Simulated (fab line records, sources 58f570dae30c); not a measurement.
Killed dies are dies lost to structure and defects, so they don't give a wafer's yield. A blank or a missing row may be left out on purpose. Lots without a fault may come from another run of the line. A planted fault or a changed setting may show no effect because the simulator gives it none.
Split-lot experiment | flow berkeley_cmos170 | 5 lots, 23 wafers read, on a route of 331 steps

THE SPLIT
At UCB170_NWELL_CVD_04 (deposits Si3N4 from SiH2Cl2/NH3, target thk 224 nm, time 3360 s), the setting sih2cl2_flow_sccm was moved away from the recipe's 25 sccm on 20 of the 23 wafers read, by -14.0% to +15.0%. The other wafers ran this setting at the recipe's value.

The file shows no step between the split and the reading.

THE READING
NWELL_NITRIDE_THK, in nm, at UCB170_NWELL_THK_MEAS_05. Fault-free wafers of this fab line usually give 224.0 nm, standard deviation 2 nm.

wafer  | tool, chamber at the split | sih2cl2_flow_sccm as run, sccm | against the recipe | NWELL_NITRIDE_THK, nm | against lot-mates on the recipe
L077.1 | -, -                       | 27.64                          | +10.6%             | 227.3                 | no lot-mate on the recipe
L077.2 | -, -                       | 27.64                          | +10.6%             | 227.9                 | no lot-mate on the recipe
L077.3 | -, -                       | 27.64                          | +10.6%             | 227.2                 | no lot-mate on the recipe
L077.4 | -, -                       | 27.64                          | +10.6%             | 227.4                 | no lot-mate on the recipe
L077.6 | -, -                       | 27.64                          | +10.6%             | 227.2                 | no lot-mate on the recipe
L080.1 | -, -                       | 22.41                          | -10.4%             | 217.2                 | no lot-mate on the recipe
L080.3 | -, -                       | 22.41                          | -10.4%             | 217.2                 | no lot-mate on the recipe
L080.4 | -, -                       | 22.41                          | -10.4%             | 218.9                 | no lot-mate on the recipe
L080.5 | -, -                       | 22.41                          | -10.4%             | 216.6                 | no lot-mate on the recipe
L080.6 | -, -                       | 22.41                          | -10.4%             | 218.3                 | no lot-mate on the recipe
L082.1 | -, -                       | 28.75                          | +15.0%             | 233.2                 | no lot-mate on the recipe
L082.2 | -, -                       | 28.75                          | +15.0%             | 232.3                 | no lot-mate on the recipe
L082.3 | -, -                       | 28.75                          | +15.0%             | 232.1                 | no lot-mate on the recipe
L082.4 | -, -                       | 28.75                          | +15.0%             | 234.3                 | no lot-mate on the recipe
L082.5 | -, -                       | 28.75                          | +15.0%             | 233.8                 | no lot-mate on the recipe
L083.1 | -, -                       | 21.5                           | -14.0%             | 216.5                 | no lot-mate on the recipe
L083.2 | -, -                       | 21.5                           | -14.0%             | 213.2                 | no lot-mate on the recipe
L083.4 | -, -                       | 21.5                           | -14.0%             | 215.0                 | no lot-mate on the recipe
L083.5 | -, -                       | 21.5                           | -14.0%             | 216.3                 | no lot-mate on the recipe
L083.6 | -, -                       | 21.5                           | -14.0%             | 215.5                 | no lot-mate on the recipe
L085.1 | lpcvd-02, 1                | 25                             | recipe             | 222.9                 | -
L085.2 | lpcvd-02, 1                | 25                             | recipe             | 222.5                 | -
L085.5 | lpcvd-02, 1                | 25                             | recipe             | 222.3                 | -

THE FIT
A straight line over all 23 wafers: NWELL_NITRIDE_THK changes by +0.565 nm for each +1% of sih2cl2_flow_sccm; r = +0.98; the points scatter about the line by 1.4 nm.
Too few moved wafers have a lot-mate on the recipe to fit a line with each lot's own level taken away.

THE WHOLE CHAIN: every reading that the file lists as answering this split, in the file's order
step                     | what it does                                                                 | reading                                                                       | change (the file's fit)               | r (the file's)
UCB170_NWELL_CVD_04      | deposits Si3N4 from SiH2Cl2/NH3, target thk 224 nm, time 3360 s              | Si3N4_of_NWELL_CVD_04.thk_nm (the simulator's own value, which no gauge read) | +0.567 nm for each +1% of the setting | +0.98
UCB170_NWELL_THK_MEAS_05 |                                                                              | NWELL_NITRIDE_THK                                                             | +0.566 for each +1% of the setting    | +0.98
UCB170_NWELL_ETCH_13     | etches Si3N4 in CH3F/Ar/O2, stops on SiO2, target depth 246.4 nm, time 154 s | etch.depth_nm (the simulator's own value, which no gauge read)                | +0.569 nm for each +1% of the setting | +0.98

THE FILE'S OWN FIT
NWELL_NITRIDE_THK changes by +0.566 nm for each +1% of sih2cl2_flow_sccm, r = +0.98.
